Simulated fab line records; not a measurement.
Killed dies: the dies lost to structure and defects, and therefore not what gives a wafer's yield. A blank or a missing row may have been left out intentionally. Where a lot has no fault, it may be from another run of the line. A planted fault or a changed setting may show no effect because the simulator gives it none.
Which tool did it?    flow berkeley cmos170    13 lots with 39 wafers sampled at 4 steps, on a route of 331 steps

== WHAT THE GAUGES SHOWED, per wafer ==
UCB170_M2_CD_MEAS_90: the cd target is 700 nm.
lot   measured      on         cd nm (nm)
L230  day 8 15:14   cd sem-02  696 694 697
L231  day 8 22:02   cd sem-01  698 697 697
L232  day 9 16:22   cd sem-01  705 704 708
L235  day 9 18:32   cd sem-02  696 700 699
L238  day 10 19:54  cd sem-02  697 697 698
L237  day 10 18:05  cd sem-01  705 704 704
L244  day 11 15:50  cd sem-02  699 697 696
L243  day 11 16:06  cd sem-01  700 701 702
L249  day 13 14:32  cd sem-01  703 707 706
L247  day 13 17:10  cd sem-02  701 694 699
L250  day 13 19:53  cd sem-01  698 699 705
L252  day 14 05:15  cd sem-01  700 700 701
L251  day 14 07:34  cd sem-01  707 695 703

UCB170_M3_CD_MEAS_15: the cd target is 700 nm.
lot   measured      on         cd nm (nm)
L230  day 8 20:44   cd sem-02  700.5 698.9 699.2
L231  day 9 04:10   cd sem-01  701.7 700.8 699.9
L232  day 9 21:44   cd sem-02  696.7 697.7 697.6
L235  day 9 23:43   cd sem-02  700.3 700.8 699.5
L238  day 11 01:54  cd sem-01  702.6 700.5 701.6
L237  day 11 00:00  cd sem-01  698.7 698.1 699.9
L244  day 11 20:46  cd sem-02  701.5 702.6 701.4
L243  day 11 21:03  cd sem-01  699.1 699.2 699.1
L249  day 13 20:40  cd sem-01  702.0 699.6 700.6
L247  day 14 00:08  cd sem-01  700.2 700.8 700.5
L250  day 14 01:25  cd sem-02  700.3 701.8 701.8
L252  day 14 10:07  cd sem-01  702.6 703.1 701.7
L251  day 14 12:37  cd sem-02  699.1 699.7 699.8

== WHAT TOOL EACH LOT RAN ON (gives the tool, then ch and the chambers of the sampled wafers, and finally the start) ==
lot   UCB170_SILICIDE_SPUTTER_01    UCB170_V2_CVD_00
L230  pvd sputter-01, day 8 01:04   pecvd-04 ch 0,1,2, day 8 15:20
L231  pvd sputter-01, day 8 01:33   pecvd-02 ch 0,1, day 8 22:09
L232  pvd sputter-02, day 9 01:56   pecvd-01 ch 1,2, day 9 16:28
L235  pvd sputter-04, day 9 02:07   pecvd-02 ch 0,1,2, day 9 18:38
L238  pvd sputter-02, day 9 20:01   pecvd-02 ch 0,1, day 10 20:00
L237  pvd sputter-01, day 9 20:41   pecvd-04 ch 0,1, day 10 18:11
L244  pvd sputter-02, day 10 23:23  pecvd-02 ch 0,2, day 11 15:58
L243  pvd sputter-02, day 11 00:21  pecvd-04 ch 0,2, day 11 16:12
L249  pvd sputter-04, day 12 21:25  pecvd-01 ch 0,1, day 13 14:38
L247  pvd sputter-02, day 12 21:31  pecvd-02 ch 0,1,2, day 13 17:15
L250  pvd sputter-02, day 13 02:50  pecvd-02 ch 0,1,2, day 13 19:59
L252  pvd sputter-04, day 13 14:27  pecvd-02 ch 0,1,2, day 14 05:21
L251  pvd sputter-02, day 13 14:41  pecvd-04 ch 0,1,2, day 14 07:41
- UCB170_SILICIDE_SPUTTER_01: material Ti, target thk 30 nm, time 25 s.
- UCB170_V2_CVD_00: deposits SiO2 from TEOS/O2, target thk 2000 nm, time 250 s.

== WHAT THE TOOLS THEMSELVES READ (means of the sampled wafers that have a number; where no wafer has one, the mark that the record gives instead) ==
UCB170_SILICIDE_SPUTTER_01.
lot   tool            throttle valve pct (%)
L230  pvd sputter-01  30.7
L231  pvd sputter-01  29.4
L232  pvd sputter-02  29.0
L235  pvd sputter-04  31.9
L238  pvd sputter-02  29.3
L237  pvd sputter-01  30.0
L244  pvd sputter-02  29.1
L243  pvd sputter-02  28.7
L249  pvd sputter-04  30.0
L247  pvd sputter-02  28.7
L250  pvd sputter-02  29.2
L252  pvd sputter-04  30.3
L251  pvd sputter-02  29.0

UCB170_V2_CVD_00.
lot   tool      heater power w (W)
L230  pecvd-04  195
L231  pecvd-02  255
L232  pecvd-01  333
L235  pecvd-02  251
L238  pecvd-02  253
L237  pecvd-04  168
L244  pecvd-02  308
L243  pecvd-04  237
L249  pecvd-01  365
L247  pecvd-02  332
L250  pecvd-02  291
L252  pecvd-02  276
L251  pecvd-04  271

== THE ANSWER, worked out from the rows above alone ==
Rule: usual is defined by the lots themselves. Put in order of their means at a reading, lots are off if they are a third of the lots or fewer, leave a main group of 4 or more, and stand apart from it by a gap of 3 or more times the standard deviation of the main group's means; of several such gaps the widest counts. Not used: any main group whose means are identical at the precision the tables above print for the reading. Also off: a lot with no number at a reading for which 4 or more lots have one. The other lots that the step has rows for count as sound. The gauges are gone through in route order, then the tools' own readings, and for those a lot's mean is taken as printed above. At the first step where some lot is off, the reading lying furthest off is the one used; lots without a number count as furthest.
Across all readings shown, no lot is off: no conclusion can be drawn from this.

== WHAT WAS PUT IN BY THE SIMULATOR ==
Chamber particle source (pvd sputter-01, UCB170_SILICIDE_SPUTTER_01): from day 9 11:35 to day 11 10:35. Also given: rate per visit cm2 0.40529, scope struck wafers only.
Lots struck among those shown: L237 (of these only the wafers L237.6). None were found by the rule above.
